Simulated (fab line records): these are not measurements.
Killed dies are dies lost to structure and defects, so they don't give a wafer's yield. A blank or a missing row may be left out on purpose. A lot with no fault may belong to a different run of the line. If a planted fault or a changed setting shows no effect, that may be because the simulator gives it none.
Lot-split experiment + flow berkeley_cmos170 + 23 wafers read across 5 lots, on a route 331 steps long

ABOUT THE SPLIT
At UCB170_M2_EXPOSE_12 (exposes mask METAL2, target cd 700 nm), the setting dose_mj was moved away from the recipe's 26 on 8 of the 23 wafers read, by -5.5% to +5.2%. All remaining wafers had this setting at the recipe value.

THE PATH FROM SPLIT TO READING: the file shows 1 step between them
- UCB170_M2_DEVELOP_14: develop time 45 s (also split here: dev_temp_c)

THE READING
At UCB170_M2_CD_MEAS_15: cd_nm in nanometres, against a target cd of 700 nm. Typical for fault-free wafers on this fab line: 699.4 nm, with standard deviation 1.2 nm.

| wafer  | tool, chamber at the split | dose_mj as run | against the recipe | cd_nm, nm | against lot-mates on the recipe |
|--------|----------------------------|----------------|--------------------|-----------|---------------------------------|
| L074.1 | krf_scanner-01, 0          | 26             | recipe             | 696.5     | -                               |
| L074.2 | krf_scanner-01, 0          | 24.63          | -5.3%              | 708.0     | +10.5                           |
| L074.3 | krf_scanner-01, 0          | 24.63          | -5.3%              | 708.4     | +10.9                           |
| L074.4 | krf_scanner-01, 0          | 26             | recipe             | 698.0     | -                               |
| L074.6 | krf_scanner-01, 0          | 26             | recipe             | 697.9     | -                               |
| L077.1 | krf_scanner-01, 0          | 26             | recipe             | 697.4     | -                               |
| L077.2 | krf_scanner-01, 0          | 26             | recipe             | 699.0     | -                               |
| L077.3 | krf_scanner-01, 0          | 24.58          | -5.5%              | 707.2     | +8.3                            |
| L077.5 | krf_scanner-01, 0          | 26             | recipe             | 700.4     | -                               |
| L077.6 | krf_scanner-01, 0          | 24.58          | -5.5%              | 708.9     | +10.0                           |
| L079.2 | krf_scanner-01, 0          | 26             | recipe             | 699.4     | -                               |
| L079.3 | krf_scanner-01, 0          | 26             | recipe             | 697.5     | -                               |
| L079.5 | krf_scanner-01, 0          | 26             | recipe             | 700.3     | -                               |
| L080.2 | krf_scanner-02, 0          | 27.34          | +5.2%              | 692.2     | -7.6                            |
| L080.3 | krf_scanner-02, 0          | 26             | recipe             | 699.1     | -                               |
| L080.4 | krf_scanner-02, 0          | 26             | recipe             | 700.9     | -                               |
| L080.5 | krf_scanner-02, 0          | 27.34          | +5.2%              | 691.3     | -8.5                            |
| L080.6 | krf_scanner-02, 0          | 26             | recipe             | 699.4     | -                               |
| L078.1 | krf_scanner-01, 0          | 26.67          | +2.6%              | 695.1     | -4.4                            |
| L078.2 | krf_scanner-01, 0          | 26             | recipe             | 699.4     | -                               |
| L078.3 | krf_scanner-01, 0          | 26             | recipe             | 699.2     | -                               |
| L078.4 | krf_scanner-01, 0          | 26.67          | +2.6%              | 696.2     | -3.3                            |
| L078.6 | krf_scanner-01, 0          | 26             | recipe             | 699.9     | -                               |

THE FIT
A straight line over all 23 wafers: cd_nm changes by -1.58 nm for each +1% of dose_mj; r = -0.97; the points scatter about the line by 1.2 nm.
The same after taking each lot's own level away (the mean of its wafers on the recipe; 23 wafers): -1.73 nm for each +1%; r = -0.98; scatter 1 nm.
That fit puts the effect of the largest move of dose_mj on the reading at 9.4 nm.
Measured against the standard deviation above, the lots' own levels, which go from 697.47 to 699.80 nm, span 1.9 times it.
Consequently the slope shifts little with the lot-to-lot level, the two slopes agreeing.
Check: +10 nm against its lot-mates is what the line predicts for one of the wafers moved furthest among these (-5.5%) when that wafer is left out of the fit. Against them it came out at +8.27 nm.

FURTHER SPLITS ON THESE WAFERS
Before the reading, these wafers also passed through other splits. Each is held against what the fit with the lots' levels taken away leaves over:
| other split on the same wafers  | wafers away from the commonest value | r with cd_nm (lot level and that fit taken away) |
|---------------------------------|--------------------------------------|--------------------------------------------------|
| UCB170_NSD_IMPLANT_08 dose_cm2  | 6                                    | -0.17                                            |
| UCB170_M1_SPUTTER_00 power_w    | 6                                    | +0.12                                            |
| UCB170_V1_ETCH_14 time_s        | 10                                   | +0.21                                            |
| UCB170_M2_DEVELOP_14 dev_temp_c | 9                                    | -0.08                                            |

THE WHOLE CHAIN: every reading that the file lists as answering this split, in the file's order
| step                 | what it does         | reading                                                   | change (the file's fit)              | r (the file's) |
|----------------------|----------------------|-----------------------------------------------------------|--------------------------------------|----------------|
| UCB170_M2_CD_MEAS_15 | target cd 700 nm     | cd_nm                                                     | -1.74 nm for each +1% of the setting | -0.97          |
| UCB170_M2_ETCH_17    | etches BARC in N2/H2 | M2.cd_nm (the simulator's own value, which no gauge read) | -1.74 nm for each +1% of the setting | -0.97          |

THE FILE'S OWN FIT
cd_nm changes by -1.74 nm for each +1% of dose_mj, r = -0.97.
